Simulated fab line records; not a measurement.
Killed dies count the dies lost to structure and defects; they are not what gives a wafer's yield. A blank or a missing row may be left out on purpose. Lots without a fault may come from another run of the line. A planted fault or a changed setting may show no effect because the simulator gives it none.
fab line records	flow berkeley-cmos170
record: lots: 15	wafers: 45	last-day: 13
route steps=331 shown NLDD@165 SPACER@174 PSD@184 NSD@196
lots untouched by any fault: they come from a run of this same line in which no faults occurred
start-h: start of the lot's first displayed wafer, in hours after the record's first day	wait-h: hours since the lot's step before	" repeats the value in the row above	L1.1+2: a single row standing in for several wafers	- either no value or no given start	* or withheld: withheld	< > ~ a bound
route shown NAME@n: names a module that has steps shown in the file, with the first one's number in the route	usual: the fault-free wafers' mean and standard deviation	same: alike in all rows	chamber/n: place in a boat	sites: readings site by site	_std_site: the values' standard deviation	_edge_site: mean of outer sites minus mean of inner sites	radius-mm: for every site, how far away it sits from the centre of the wafer	mask NAME#n: copy n	behind: the last tool/chamber to shape the wafer	hold: the reason the lot was held/the length of the hold in hours/how it ended	device: names the non-switching transistor (n, p or np)	end of line: the route-end tests of the same wafers	where a step has no rows: the recipe by itself	killed: at the first sort, the dies lost to defects and structure; wafer yield is something else	map: a wafer's dies, x killed, . not, _ none there
set.NAME: the setting that was run; set.NAME@STEP: the one run at that earlier step	model.NAME: the simulator's own value behind a step, which no gauge read
the route's steps for a sample of lots (tables are steps, rows are wafers)
services: a tool's chamber out of use, with start hour (start-h, from the record's first day; less than 0 if before it), hours out, and reason
== steps ==
step: UCB170_NLDD_OVL_MEAS_07
usual: NLDD_OVL: 1/6.2
lot.wafer	tool	chamber	start-h	wait-h	NLDD_OVL[nm]
L900.1	overlay-01	-	147.61	0.1	11
L900.2	"	-	"	"	4
L900.6	"	-	"	"	3
L903.1	overlay-02	-	161.90	0.1	9
L903.2	"	-	"	"	12
L903.3	"	-	"	"	4
L902.4	overlay-01	-	162.19	0.1	-11
L902.5	"	-	"	"	-5
L902.6	"	-	"	"	-5
L901.1	overlay-02	-	162.38	0.1	-4
L901.2	"	-	"	"	-2
L901.3	"	-	"	"	6
L905.2	overlay-02	-	174.37	0.1	5
L905.4	"	-	"	"	7
L905.5	"	-	"	"	-2
L907.3	overlay-02	-	187.48	0.1	-1
L907.4	"	-	"	"	-3
L907.6	"	-	"	"	-6
L908.3	overlay-02	-	194.67	0.1	7
L908.4	"	-	"	"	-11
L908.5	"	-	"	"	0
L911.2	overlay-01	-	199.90	0.1	-11
L911.3	"	-	"	"	-9
L911.5	"	-	"	"	-3
L909.3	overlay-02	-	200.19	0.1	8
L909.4	"	-	"	"	11
L909.5	"	-	"	"	0
L914.1	overlay-02	-	231.13	0.1	-2
L914.3	"	-	"	"	-6
L914.6	"	-	"	"	0
L915.2	overlay-01	-	231.86	0.1	1
L915.3	"	-	"	"	-9
L915.6	"	-	"	"	1
L919.1	overlay-01	-	256.56	0.1	-2
L919.4	"	-	"	"	3
L919.5	"	-	"	"	-3
L920.1	overlay-02	-	266.64	0.1	-5
L920.2	"	-	"	"	5
L920.3	"	-	"	"	-3
L922.2	overlay-02	-	283.32	0.1	-3
L922.3	"	-	"	"	2
L922.4	"	-	"	"	2
L921.1	overlay-01	-	283.44	0.1	9
L921.3	"	-	"	"	-3
L921.5	"	-	"	"	0
step: UCB170_SPACER_ETCHBACK_03
recipe: stop-on: Si	target: SiO2	chemistry: CHF3/CF4/Ar	CHF3_flow_sccm: 50	cf4-flow-sccm: 10	Ar_flow_sccm: 120	pressure-mtorr: 200	rf-w: 500	target-depth-a: 3760	time-s: 100
usual: CHF3_flow_sccm: 49.99/0.15	drypump-motor-current-A: 5.6/0.55	oes-product-au: 0.904/0.015	rf-fwd-power-W: 497.3/1.6	run-length-s: 128.3/0.53	throttle-valve-pct: 6.47/0.11
lot.wafer	tool	chamber	start-h	wait-h	CHF3_flow_sccm	drypump-motor-current-A	oes-product-au	rf-fwd-power-W	rf-hours-counter-h	run-length-s	throttle-valve-pct
L900.1	rie-diel-02	0	154.22	0.0	50.08	5.8	0.920	495.7	13	128.1	6.62
L900.2	"	3	"	"	49.81	5.8	0.903	496.9	2	127.7	6.54
L900.6	"	2	"	"	49.97	5.1	0.911	498.9	-	128.4	6.55
L901.1	rie-diel-02	3	168.74	0.0	49.99	5.8	0.905	499.5	3	127.3	6.54
L901.2	"	0	"	"	50.02	5.8	0.902	493.5	13	128.2	6.62
L901.3	"	2	"	"	49.80	5.2	0.888	497.1	15	128.7	6.56
L902.4	rie-diel-04	2	168.74	0.0	50.05	5.9	0.931	497.4	17	128.4	6.31
L902.5	"	0	"	"	50.02	5.7	0.899	498.7	-	127.5	6.30
L902.6	"	3	"	"	50.29	6.3	0.910	495.2	-	127.5	6.48
L903.1	rie-diel-03	1	168.74	0.0	49.75	5.2	0.908	496.8	8	129.0	6.52
L903.2	"	3	"	"	50.01	6.4	0.893	496.5	51	128.3	6.48
L903.3	"	2	"	"	50.06	6.1	0.888	499.2	27	128.2	6.49
L905.2	rie-diel-03	2	182.50	0.0	50.02	6.1	0.903	495.8	27	128.1	6.50
L905.4	"	1	"	"	49.96	5.2	0.922	497.1	8	129.7	6.51
L905.5	"	1	"	"	49.81	5.2	0.920	498.1	-	129.0	6.50
L907.3	rie-diel-02	3	195.37	0.0	50.05	5.8	0.893	500.7	4	127.5	6.52
L907.4	"	0	"	"	50.20	5.8	0.931	496.7	14	128.3	6.62
L907.6	"	0	"	"	50.06	5.8	0.926	498.1	-	128.2	6.63
L908.3	rie-diel-03	0	207.91	0.0	50.15	4.7	0.899	495.8	115	128.3	6.61
L908.4	"	3	"	"	50.02	6.4	0.900	497.6	53	128.4	6.47
L908.5	"	1	"	"	50.12	5.2	0.913	498.5	-	129.1	6.52
L909.3	rie-diel-02	0	207.91	0.0	49.66	5.8	0.914	494.9	15	128.1	6.60
L909.4	"	0	"	"	49.68	5.8	0.930	496.0	-	128.7	6.62
L909.5	"	3	"	"	50.04	5.8	0.926	496.7	-	127.3	6.53
L911.2	rie-diel-04	0	207.91	0.0	49.91	5.7	0.889	499.4	11	127.5	6.28
L911.3	"	2	"	"	50.07	5.9	0.931	496.2	18	128.4	6.30
L911.5	"	1	"	"	49.78	5.0	0.916	496.8	-	128.1	6.30
L914.1	rie-diel-04	2	238.82	0.0	49.96	5.9	1.040	-	19	112.0	6.33
L914.3	"	0	"	"	50.03	5.7	0.973	-	12	111.0	6.30
L914.6	"	0	"	"	49.87	5.7	0.977	-	-	110.7	6.31
L915.2	rie-diel-04	3	238.90	0.1	50.02	6.3	0.974	-	20	111.2	6.48
L915.3	"	1	"	"	50.17	4.9	0.976	-	37	111.7	6.28
L915.6	"	2	"	"	50.04	5.9	1.035	-	-	111.9	6.32
L919.1	rie-diel-04	3	262.48	0.0	49.92	6.3	0.977	-	21	110.8	6.49
L919.4	"	2	"	"	49.80	5.9	1.028	-	20	111.7	6.31
L919.5	"	3	"	"	50.02	6.3	0.979	-	-	111.1	6.49
L920.1	rie-diel-03	1	273.84	0.0	49.84	5.2	0.896	499.5	12	128.9	6.48
L920.2	"	3	"	"	50.27	6.4	0.878	496.2	56	128.1	6.49
L920.3	"	0	"	"	50.17	4.7	0.878	497.4	118	128.5	6.60
L921.1	rie-diel-02	0	288.11	0.0	50.06	5.8	0.924	495.6	18	128.3	6.62
L921.3	"	3	"	"	49.98	5.8	0.902	498.8	8	127.4	6.54
L921.5	"	0	"	"	50.01	5.9	0.929	496.1	-	128.1	6.63
L922.2	rie-diel-03	0	288.11	0.0	50.00	4.7	0.913	500.3	118	128.2	6.61
L922.3	"	3	"	"	49.84	6.4	0.906	499.1	57	128.3	6.47
L922.4	"	1	"	"	49.76	5.1	0.916	496.4	13	129.2	6.50
step: UCB170_PSD_STRIP_09
recipe: chemistry: O2	power-w: 400	pressure-mtorr: 3500	platen-temp-c: withheld	o2-flow-sccm: 400	overash-fraction: 0.5
usual: drypump-motor-current-A: 6.0/0.48	oes-product-au: 0.599/0.0046	strip-time-to-endpoint-s: 29.39/0.085
lot.wafer	tool	chamber	start-h	wait-h	drypump-motor-current-A	oes-product-au	rf-hours-counter-h	strip-time-to-endpoint-s
L900.1	plasma-asher-02	0	155.72	0.1	6.7	0.596	44	29.48
L900.2	"	1	"	"	6.0	0.600	44	29.46
L900.6	"	1	"	"	6.1	0.593	-	29.52
L901.1	plasma-asher-03	0	170.29	0.1	5.9	0.606	6	29.34
L901.2	"	1	"	"	6.2	0.594	6	29.31
L901.3	"	0	"	"	5.9	0.591	-	29.39
L903.1	plasma-asher-04	1	170.39	0.1	5.3	0.607	43	29.29
L903.2	"	0	"	"	5.4	0.599	43	29.29
L903.3	"	1	"	"	5.3	0.603	-	29.27
L902.4	plasma-asher-02	0	170.55	0.1	6.7	0.595	-	29.42
L902.5	"	1	"	"	6.1	0.599	-	29.35
L902.6	"	0	"	"	6.7	0.602	-	29.34
L905.2	plasma-asher-02	0	184.49	0.1	6.7	0.603	47	29.41
L905.4	"	1	"	"	6.1	0.592	-	29.46
L905.5	"	0	"	"	6.7	0.603	-	29.32
L907.3	plasma-asher-03	1	197.11	0.1	6.2	0.595	-	29.42
L907.4	"	0	"	"	5.8	0.598	-	29.44
L907.6	"	1	"	"	6.2	0.599	-	29.32
L908.3	plasma-asher-03	1	209.28	0.1	6.2	0.605	-	29.43
L908.4	"	0	"	"	5.9	0.595	-	29.49
L908.5	"	1	"	"	6.2	0.596	-	29.46
L909.3	plasma-asher-02	1	209.40	0.1	6.1	0.601	-	29.37
L909.4	"	0	"	"	6.7	0.589	-	29.41
L909.5	"	0	"	"	6.7	0.606	-	29.32
L911.2	plasma-asher-04	1	209.48	0.1	5.4	0.606	46	29.39
L911.3	"	0	"	"	5.4	0.593	-	29.28
L911.5	"	0	"	"	5.4	0.602	-	29.36
L914.1	plasma-asher-02	0	240.17	0.1	6.7	0.598	53	29.54
L915.6	plasma-asher-04	0	240.68	0.1	5.4	0.595	-	29.41
L920.1	plasma-asher-02	1	275.06	0.1	6.0	0.601	56	29.27
L920.2	"	0	"	"	6.7	0.597	56	29.28
L920.3	"	1	"	"	6.0	0.598	-	29.33
L921.1	plasma-asher-02	1	289.96	0.1	6.1	0.603	58	29.37
L921.3	"	1	"	"	6.1	0.601	-	29.45
L921.5	"	0	"	"	6.7	0.593	-	29.42
L922.2	plasma-asher-03	1	290.20	0.1	6.2	0.605	18	29.56
L922.3	"	1	"	"	6.1	0.603	-	29.47
L922.4	"	0	"	"	5.9	0.599	-	29.51
step: UCB170_NSD_STRIP_09
recipe: chemistry: O2	power-w: 400	pressure-mtorr: 3500	platen-temp-c: withheld	o2-flow-sccm: 400	overash-fraction: 0.5
usual: drypump-motor-current-A: 5.8/0.55	oes-product-au: 0.534/0.0046	strip-time-to-endpoint-s: 35.81/0.08
lot.wafer	tool	chamber	start-h	wait-h	drypump-motor-current-A	oes-product-au	rf-hours-counter-h	strip-time-to-endpoint-s
L900.1	plasma-asher-02	0	158.34	0.1	6.7	0.535	44	35.86
L900.2	"	1	"	"	6.1	0.528	44	35.80
L900.6	"	1	"	"	6.1	0.530	-	35.81
L903.1	plasma-asher-02	0	172.10	0.1	6.7	0.537	46	35.83
L903.2	"	1	"	"	6.1	0.531	46	35.85
L903.3	"	0	"	"	6.7	0.534	-	35.75
L901.1	plasma-asher-01	0	172.83	0.1	5.7	0.532	37	35.69
L901.2	"	1	"	"	5.2	0.527	37	35.71
L901.3	"	1	"	"	5.2	0.534	-	35.74
L902.4	plasma-asher-02	0	173.11	0.1	6.7	0.534	-	35.89
L902.5	"	0	"	"	6.7	0.538	-	35.85
L902.6	"	1	"	"	6.1	0.540	-	35.89
L905.2	plasma-asher-02	1	186.71	0.1	6.1	0.527	47	35.86
L905.4	"	0	"	"	6.7	0.538	-	35.84
L905.5	"	0	"	"	6.7	0.535	-	35.85
L907.3	plasma-asher-02	0	198.62	0.1	6.7	0.532	-	35.84
L907.4	"	1	"	"	6.1	0.541	-	35.90
L907.6	"	1	"	"	6.1	0.537	-	35.85
L911.2	plasma-asher-04	1	212.36	0.1	5.4	0.543	47	35.85
L911.3	"	0	"	"	5.4	0.532	-	35.90
L911.5	"	0	"	"	5.4	0.537	-	35.87
L909.3	plasma-asher-01	0	212.59	0.1	5.7	0.537	-	35.88
L909.4	"	1	"	"	5.2	0.530	-	35.87
L909.5	"	1	"	"	5.2	0.538	-	35.90
L908.3	plasma-asher-04	0	212.67	0.1	5.4	0.530	-	35.85
L908.4	"	1	"	"	5.3	0.538	-	35.95
L908.5	"	1	"	"	5.3	0.531	-	35.91
L914.1	plasma-asher-04	1	242.82	0.1	5.4	0.531	50	35.71
L915.6	plasma-asher-02	1	243.00	0.1	6.1	0.530	-	35.87
L920.1	plasma-asher-02	0	277.79	0.1	6.7	0.535	56	35.70
L920.2	"	1	"	"	6.1	0.530	56	35.70
L920.3	"	1	"	"	6.1	0.547	-	35.69
L921.1	plasma-asher-02	0	292.13	0.1	6.7	0.533	58	35.74
L921.3	"	1	"	"	6.1	0.534	-	35.80
L921.5	"	1	"	"	6.1	0.530	-	35.89
L922.2	plasma-asher-04	1	292.51	0.1	5.3	0.532	54	35.63
L922.3	"	0	"	"	5.4	0.534	-	35.75
L922.4	"	1	"	"	5.3	0.529	-	35.72
== services ==
tool	chamber	start-h	hours	kind
rie-diel-04	1	136.98	13.0	repair
rie-diel-03	-	190.23	2.0	repair
rie-diel-04	3	204.72	4.5	repair
rie-diel-02	2	205.61	3.8	repair
rie-diel-04	0	223.10	10.7	repair
rie-diel-03	-	239.31	0.2	repair
rie-diel-04	-	239.83	15.6	pm
plasma-asher-04	-	257.70	1.3	repair
rie-diel-02	1	260.36	2.8	repair
rie-diel-03	-	269.70	0.4	repair
rie-diel-02	3	272.13	3.3	repair
== key ==
first-sign: step: UCB170_SPACER_ETCHBACK_03	reading: run-length-s	direction: down	sigmas: 32	usual: *	struck: *
effect: step: UCB170_SPACER_ETCHBACK_03	reading: oes-product-au	direction: up	sigmas: 6.1	usual: 0.904	struck: 0.995
more-kills-born-at: UCB170_SPACER_ETCHBACK_03@rie-diel-04: 735
met-at UCB170_SPACER_ETCHBACK_03
struck-lots L914,L915,L919
later-rows-left-out L914.3,L914.6,L915.2,L915.3,L919.1,L919.4,L919.5
sort-left-out L914.1,L914.3,L914.6,L915.2,L915.3,L915.6
tester-left-out L914,L915,L919
not-acting-at UCB170_NLDD_OVL_MEAS_07,UCB170_PSD_STRIP_09,UCB170_NSD_STRIP_09
fault: kind: process-parameter-drift	tool: rie-diel-04	chamber: -	onset-h: 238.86	steps: UCB170_SPACER_ETCHBACK_03	channel: time-s	offset: *	shape: step	end-h: 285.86	acts-in: *	stated: *
tester-left-out: of these lots the tester's yield and bins aren't shown, on N5 and GAA mostly nor the transistor test; their killed dies are dies lost to structure and defects alone, not to doping, threshold or leakage, so they don't give the yield
sort-left-out: the simulated sort isn't trusted on such a fault, so these wafers' sort isn't shown, and their yield isn't known
later-rows-left-out: the simulator's readings of these wafers behind a module that went badly wrong aren't trusted and aren't shown, but for the sort
